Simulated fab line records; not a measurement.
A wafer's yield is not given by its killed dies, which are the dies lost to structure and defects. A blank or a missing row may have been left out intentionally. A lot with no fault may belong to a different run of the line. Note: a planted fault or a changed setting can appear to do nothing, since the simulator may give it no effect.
One fault seen from 2 desks | flow berkeleyCmos170 | every desk sees just its own numbers, and what lay behind them comes last

== FROM THE METROLOGY DESK ==
Lot by lot, what the gauges showed, no matter which tool ran the lot: averages of those sampled wafers that carry a number. Any lot whose mean is over 4 standard deviations away from the usual mean is out of limits and marked OUT; that distance is given in the brackets.
Columns: A = SILICIDE_TI_RS at UCB170_SILICIDE_RS_MEAS_02, usual 26.1 ohm/sq; B = SILICIDE_TI_THK at UCB170_SILICIDE_THK_MEAS_03, usual 30.4 nm
lot  | first seen here | A              | B
L501 | day 7 21:40     | 26.4           | 30.3
L504 | day 8 07:16     | 26.3           | 30.3
L503 | day 8 08:10     | 26.0           | 30.5
L506 | day 8 16:56     | 26.1           | 30.5
L507 | day 9 02:51     | 26.3           | 30.1
L508 | day 9 03:49     | 26.0           | 30.5
L511 | day 9 19:15     | 26.6           | 29.8
L512 | day 9 20:08     | 26.0           | 30.6
L513 | day 10 02:02    | 26.2           | 30.5
L515 | day 10 18:59    | 22.3 (-12) OUT | 37.1 (+20) OUT
L516 | day 10 19:10    | 26.3           | 30.4
L524 | day 12 19:11    | 26.0           | 30.7
L523 | day 12 19:56    | 26.4           | 30.4
Per this desk, out of limits: L515; the first was L515, day 10 18:59 (SILICIDE_TI_RS at UCB170_SILICIDE_RS_MEAS_02). L501, L504, L503, L506, L507, L508, L511, L512, L513, L516, L524, L523 stayed within limits.

== TOOL OWNER'S DESK, pvdSputter-01 ==
The tool's own readings at UCB170_SILICIDE_SPUTTER_01 (material Ti, target thk 30 nm, time 25 s): means of the sampled wafers that have a number, for each lot that ran on this tool. Any lot whose mean is over 4 standard deviations away from the usual mean is out of limits and marked OUT; that distance is given in the brackets.
Columns: A = chamberPressurePa at UCB170_SILICIDE_SPUTTER_01, usual 0.5000 Pa; B = throttleValvePct at UCB170_SILICIDE_SPUTTER_01, usual 30.0 %
lot  | first seen here | A      | B
L501 | day 7 21:38     | 0.5004 | 29.5
L507 | day 9 02:49     | 0.4999 | 29.6
L508 | day 9 03:43     | 0.4997 | 28.9
L511 | day 9 19:13     | 0.4993 | 29.4
L513 | day 10 01:59    | 0.4993 | 28.7
L515 | day 10 18:56    | 0.5007 | 30.1
This desk found nothing out of limits on any of the 6 lots.

== PUT TOGETHER ==
At day 10 18:59 the metrology desk could have sounded an alarm, on L515.
Nothing out of limits was seen by the tool owner's desk.
On record at the tool owner's desk: L515, within its limits.
The lots listed all ran UCB170_SILICIDE_SPUTTER_01 on pvdSputter-01.

== WHAT THE SIMULATOR PUT IN ==
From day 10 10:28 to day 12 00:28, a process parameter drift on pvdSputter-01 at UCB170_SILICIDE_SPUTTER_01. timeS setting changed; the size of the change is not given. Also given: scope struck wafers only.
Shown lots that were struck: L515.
Time in hours between the start of the fault and the first out-of-limits reading at each desk: metrology desk, 9.
